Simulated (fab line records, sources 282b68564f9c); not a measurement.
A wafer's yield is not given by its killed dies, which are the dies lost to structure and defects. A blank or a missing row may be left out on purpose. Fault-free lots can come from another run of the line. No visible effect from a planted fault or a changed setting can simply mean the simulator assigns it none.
fab line records -- flow rit-cmos
record lots=14, wafers=42, last-day=7
route steps=202 shown CONTACT@168 M1@202
lots with no fault: from the same line, run without faults
start-h: hours from the record's first day to the start of the lot's first wafer shown -- wait-h: hours elapsed since this lot's preceding step -- " identical to the entry in the row above -- L1.1+2: one row covering several wafers at once -- - value missing, or start not given -- * or withheld: withheld -- < > ~ a bound
route shown NAME@n: NAME is a module with steps in the file, n the number in the route of the first one -- usual: mean/standard deviation taken from wafers without a fault -- same: alike in all rows -- chamber/n: place in a boat -- sites: the reading at each site -- _std_site: standard deviation of those values -- _edge_site: inner sites' mean taken away from outer sites' mean -- radius-mm: for every site, how far away it sits from the centre of the wafer -- mask NAME#n: copy n -- behind: the tool/chamber that last shaped the wafer -- hold: cause of the lot's hold/its duration in hours/its outcome -- device: transistor that didn't switch, given as n, p or np -- end of line: the tests these same wafers got at the end of their route -- where a step has no rows: the recipe by itself -- killed: dies lost to structure and defects at the first sort, not the wafer's yield -- map: shows each die of a wafer: x if killed, . if not, _ if none is there
set.NAME: the setting that was run; set.NAME@STEP: the one run at that earlier step -- model.NAME: the simulator's own value behind a step, which no gauge read
one table for each step of the route and one row for each wafer, over a sample of lots
services: when a tool's chamber went out of use (start-h, in hours from the record's first day, below 0 if earlier), for how many hours, and the reason
## steps
# step RIT_CONTACT_CVD_00
# recipe material=SiO2, target-thk-nm=400, precursor=TEOS, temp-c=390, time-s=61, rf-w=400
# usual heater-power-w=329/45
lot.wafer,tool,chamber,start-h,wait-h,heater-power-w
L131.2,pecvd-02,1,59.57,0.0,352
L131.3,pecvd-02,2,59.57,0.0,349
L131.6,pecvd-02,2,59.57,0.0,371
L132.2,pecvd-03,2,62.20,0.0,302
L132.3,pecvd-03,0,62.20,0.0,302
L132.4,pecvd-03,2,62.20,0.0,315
L133.3,pecvd-01,1,69.78,0.0,327
L133.4,pecvd-01,1,69.78,0.0,351
L133.6,pecvd-01,0,69.78,0.0,218
L134.1,pecvd-02,1,75.37,0.1,299
L134.4,pecvd-02,1,75.37,0.1,320
L134.5,pecvd-02,2,75.37,0.1,311
L135.3,pecvd-03,2,80.81,0.0,355
L135.5,pecvd-03,2,80.81,0.0,262
L135.6,pecvd-03,1,80.81,0.0,372
L138.2,pecvd-03,0,98.75,0.0,315
L138.4,pecvd-03,1,98.75,0.0,359
L138.6,pecvd-03,2,98.75,0.0,346
L140.1,pecvd-02,1,108.18,0.1,351
L140.3,pecvd-02,0,108.18,0.1,289
L140.6,pecvd-02,0,108.18,0.1,315
L142.4,pecvd-01,2,125.29,0.0,348
L142.5,pecvd-01,0,125.29,0.0,270
L142.6,pecvd-01,1,125.29,0.0,402
L143.2,pecvd-02,0,126.48,0.0,322
L143.3,pecvd-02,2,126.48,0.0,385
L143.5,pecvd-02,0,126.48,0.0,334
L147.1,pecvd-02,0,141.10,0.1,274
L147.2,pecvd-02,1,141.10,0.1,367
L147.4,pecvd-02,0,141.10,0.1,299
L146.3,pecvd-03,2,143.03,0.0,353
L146.4,pecvd-03,2,143.03,0.0,269
L146.6,pecvd-03,0,143.03,0.0,266
L149.2,pecvd-02,1,151.64,0.0,348
L149.3,pecvd-02,0,151.64,0.0,283
L149.6,pecvd-02,1,151.64,0.0,355
L151.1,pecvd-01,0,157.69,0.1,238
L151.3,pecvd-01,2,157.69,0.1,365
L151.6,pecvd-01,2,157.69,0.1,378
L153.4,pecvd-03,1,167.81,0.0,302
L153.5,pecvd-03,0,167.81,0.0,291
L153.6,pecvd-03,2,167.81,0.0,365
# step RIT_M1_PROBE_99
# usual killed_at_M0_to_M3=0.0/0.25, killed-at-contacts=0.0/0.18, killed-at-front-end=7/3.4, killed-dies=7/3.4, killed-on-rim=1.8/1.3, killed-open=3.7/2.2, killed-short=3.6/2.2
# same gross-dies=264, killed_at_M4_up=0, killed-at-back-side=0, killed-at-other=0
lot.wafer,tool,chamber,start-h,wait-h,killed_at_M0_to_M3,killed-at-contacts,killed-at-front-end,killed-dies,killed-on-rim,killed-open,killed-short
L143.2,prober-01,-,133.26,0.1,0,0,6,6,1,0,6
L143.3,prober-01,-,133.31,0.2,0,0,5,5,1,2,3
L143.5,prober-01,-,133.41,0.2,0,0,11,11,3,4,7
L147.1,prober-02,-,147.49,0.1,0,30,7,37,12,2,5
L147.2,prober-02,-,147.54,0.1,0,0,8,8,2,4,4
L147.4,prober-02,-,147.64,0.2,0,25,3,28,8,0,3
L146.3,prober-01,-,149.78,0.2,0,1,2,3,0,1,2
L146.4,prober-01,-,149.83,0.2,0,0,8,8,3,2,6
L146.6,prober-01,-,149.93,0.2,0,0,6,6,4,2,4
L149.2,prober-01,-,158.18,0.1,0,0,4,4,1,2,2
L149.3,prober-01,-,158.23,0.2,0,26,10,36,11,5,5
L149.6,prober-01,-,158.38,0.2,0,0,7,7,0,4,3
# killed by level:class
L143.2 FOX1:geometric-particle:short=2 GATE:geometric-particle:short=2 SPACER:geometric-particle:short=1 SILICIDE:geometric-particle:short=1
L143.3 FOX1:geometric-particle:short=1 GATE:geometric-particle:short=1 GATE:geometric-particle:open=1 REOX:geometric-particle:open=1 SILICIDE:geometric-particle:short=1
L143.5 GATE:geometric-particle:open=2 REOX:geometric-particle:short=2 SPACER:geometric-particle:short=2 FOX1:geometric-particle:short=1 FOX1:geometric-particle:open=1 GATE:geometric-particle:short=1 REOX:geometric-particle:open=1 SILICIDE:geometric-particle:short=1
L147.1 CONTACT:unspecified=30 SILICIDE:geometric-particle:short=3 SILICIDE:geometric-particle:open=2 SPACER:geometric-particle:short=2
L147.2 GATE:geometric-particle:open=2 SPACER:geometric-particle:short=2 GATE:geometric-particle:short=1 REOX:geometric-particle:short=1 SPACER:geometric-particle:open=1 SILICIDE:geometric-particle:open=1
L147.4 CONTACT:unspecified=25 GATE:geometric-particle:short=2 SILICIDE:geometric-particle:short=1
L146.3 GATE:geometric-particle:open=1 GATE:geometric-particle:short=1 CONTACT:geometric-particle:short=1
L146.4 FOX1:geometric-particle:short=2 GATE:geometric-particle:short=2 GATE:geometric-particle:open=2 REOX:geometric-particle:short=1 SPACER:geometric-particle:short=1
L146.6 GATE:geometric-particle:short=3 GATE:geometric-particle:open=1 REOX:geometric-particle:short=1 SPACER:geometric-particle:open=1
L149.2 FOX1:geometric-particle:open=1 GATE:geometric-particle:short=1 SPACER:geometric-particle:short=1 SPACER:geometric-particle:open=1
L149.3 CONTACT:unspecified=26 SPACER:geometric-particle:open=2 FOX1:geometric-particle:short=1 FOX1:geometric-particle:open=1 FOX2:geometric-particle:short=1 GATE:geometric-particle:open=1 GATE:geometric-particle:short=1 SPACER:geometric-particle:short=1
L149.6 FOX1:geometric-particle:open=1 FOX2:geometric-particle:short=1 GATE:geometric-particle:short=1 GATE:geometric-particle:open=1 SPACER:geometric-particle:short=1 SPACER:geometric-particle:open=1 SILICIDE:geometric-particle:open=1
## services
tool,chamber,start-h,hours,kind
pecvd-02,1,42.59,12.5,repair
pecvd-01,-,81.00,2.8,pm
pecvd-01,2,88.72,18.3,repair
pecvd-02,-,90.73,1.0,repair
pecvd-01,-,163.40,2.9,repair
## key
first-sign step=RIT_M1_PROBE_99, reading=killed-at-contacts, direction=up, sigmas=27, usual=0.0, struck=27
effect step=RIT_M1_PROBE_99, reading=killed-dies, direction=up, sigmas=7.7, usual=7, struck=34
met-at RIT_CONTACT_CVD_00
struck-lots L147,L149
struck-wafers L147.1,L147.4,L149.3
tester-left-out L147,L149
onset-between 126.48 141.10
fault kind=chamber-particle-source, tool=pecvd-02, chamber=0, onset-h=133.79, steps=RIT_CONTACT_CVD_00, rate-per-visit-cm2=1.3116, end-h=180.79
# tester-left-out: of these lots the tester's yield and bins aren't shown, on N5 and GAA mostly nor the transistor test; their killed dies are dies lost to structure and defects alone, not to doping, threshold or leakage, so they don't give the yield
